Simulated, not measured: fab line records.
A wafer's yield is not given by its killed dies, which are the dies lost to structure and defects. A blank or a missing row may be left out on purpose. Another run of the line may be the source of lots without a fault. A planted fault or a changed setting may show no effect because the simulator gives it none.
What tool caused it? || flow berkeleyCmos170 || 36 wafers from 12 lots sampled at 2 of the route's 331 steps

== WHAT EACH GAUGE READ, for each wafer ==
UCB170_V1_THK_MEAS_01.
{"lot": "L076", "measured": "day 7 19:38", "on": "filmMetro-02", "V1_TEOS_THK (nm)": "2009 1980 2007"}
{"lot": "L079", "measured": "day 8 12:59", "on": "filmMetro-03", "V1_TEOS_THK (nm)": "1991 1980 2005"}
{"lot": "L078", "measured": "day 8 13:00", "on": "filmMetro-04", "V1_TEOS_THK (nm)": "1967 2010 1998"}
{"lot": "L081", "measured": "day 8 15:39", "on": "filmMetro-04", "V1_TEOS_THK (nm)": "2001 2000 2007"}
{"lot": "L086", "measured": "day 9 17:57", "on": "filmMetro-03", "V1_TEOS_THK (nm)": "1964 1952 2012"}
{"lot": "L084", "measured": "day 9 17:58", "on": "filmMetro-04", "V1_TEOS_THK (nm)": "1981 2040 2002"}
{"lot": "L087", "measured": "day 9 22:59", "on": "filmMetro-03", "V1_TEOS_THK (nm)": "1976 1991 2032"}
{"lot": "L089", "measured": "day 10 08:13", "on": "filmMetro-03", "V1_TEOS_THK (nm)": "1950 1982 2003"}
{"lot": "L094", "measured": "day 11 00:01", "on": "filmMetro-02", "V1_TEOS_THK (nm)": "1984 2022 1968"}
{"lot": "L093", "measured": "day 11 00:05", "on": "filmMetro-02", "V1_TEOS_THK (nm)": "2005 1958 1979"}
{"lot": "L095", "measured": "day 11 12:05", "on": "filmMetro-02", "V1_TEOS_THK (nm)": "1996 1968 2003"}
{"lot": "L097", "measured": "day 11 23:50", "on": "filmMetro-03", "V1_TEOS_THK (nm)": "1967 1984 2023"}

== EACH LOT AND THE TOOL THAT RAN IT (in order: tool; ch and the chambers of the sampled wafers; start) ==
{"lot": "L076", "UCB170_CONTACT_ETCH_18": "rieDiel-01 ch 1,2,3, day 7 19:38 or earlier"}
{"lot": "L079", "UCB170_CONTACT_ETCH_18": "rieDiel-01 ch 0,1, day 8 12:59 or earlier"}
{"lot": "L078", "UCB170_CONTACT_ETCH_18": "rieDiel-04 ch 2,3, day 8 13:00 or earlier"}
{"lot": "L081", "UCB170_CONTACT_ETCH_18": "rieDiel-02 ch 0,3, day 8 15:39 or earlier"}
{"lot": "L086", "UCB170_CONTACT_ETCH_18": "rieDiel-02 ch 0,3, day 9 17:57 or earlier"}
{"lot": "L084", "UCB170_CONTACT_ETCH_18": "rieDiel-01 ch 1,2,3, day 9 17:58 or earlier"}
{"lot": "L087", "UCB170_CONTACT_ETCH_18": "rieDiel-04 ch 2,3, day 9 22:59 or earlier"}
{"lot": "L089", "UCB170_CONTACT_ETCH_18": "rieDiel-04 ch 0,1,3, day 10 08:13 or earlier"}
{"lot": "L094", "UCB170_CONTACT_ETCH_18": "rieDiel-01 ch 0,1, day 11 00:01 or earlier"}
{"lot": "L093", "UCB170_CONTACT_ETCH_18": "rieDiel-01 ch 1,2, day 11 00:05 or earlier"}
{"lot": "L095", "UCB170_CONTACT_ETCH_18": "rieDiel-01 ch 0,1,2, day 11 12:05 or earlier"}
{"lot": "L097", "UCB170_CONTACT_ETCH_18": "rieDiel-04 ch 0,1, day 11 23:50 or earlier"}
- UCB170_CONTACT_ETCH_18: etches PSG in CHF3/CF4/Ar, stops on TiSi2, target depth 840 nm, time 195 s.

== THE ANSWER, worked out from the rows above alone ==
Rule: the lots themselves supply what counts as usual. The widest of any qualifying gaps counts: lots, ordered by their means at a reading, are off when they make up no more than a third of the lots, leave a main group of 4 or more, and stand apart from it by 3 or more times the standard deviation of that group's means. The tables above print the reading to a certain number of digits; a main group whose means all agree to those digits is not used. Also off: a lot with no number at a reading for which 4 or more lots have one. Where the step has rows for the other lots, those lots are counted as sound.
No lot is off on any of the readings shown, so nothing can be concluded from this.

== WHAT THE SIMULATOR HAD PUT IN ==
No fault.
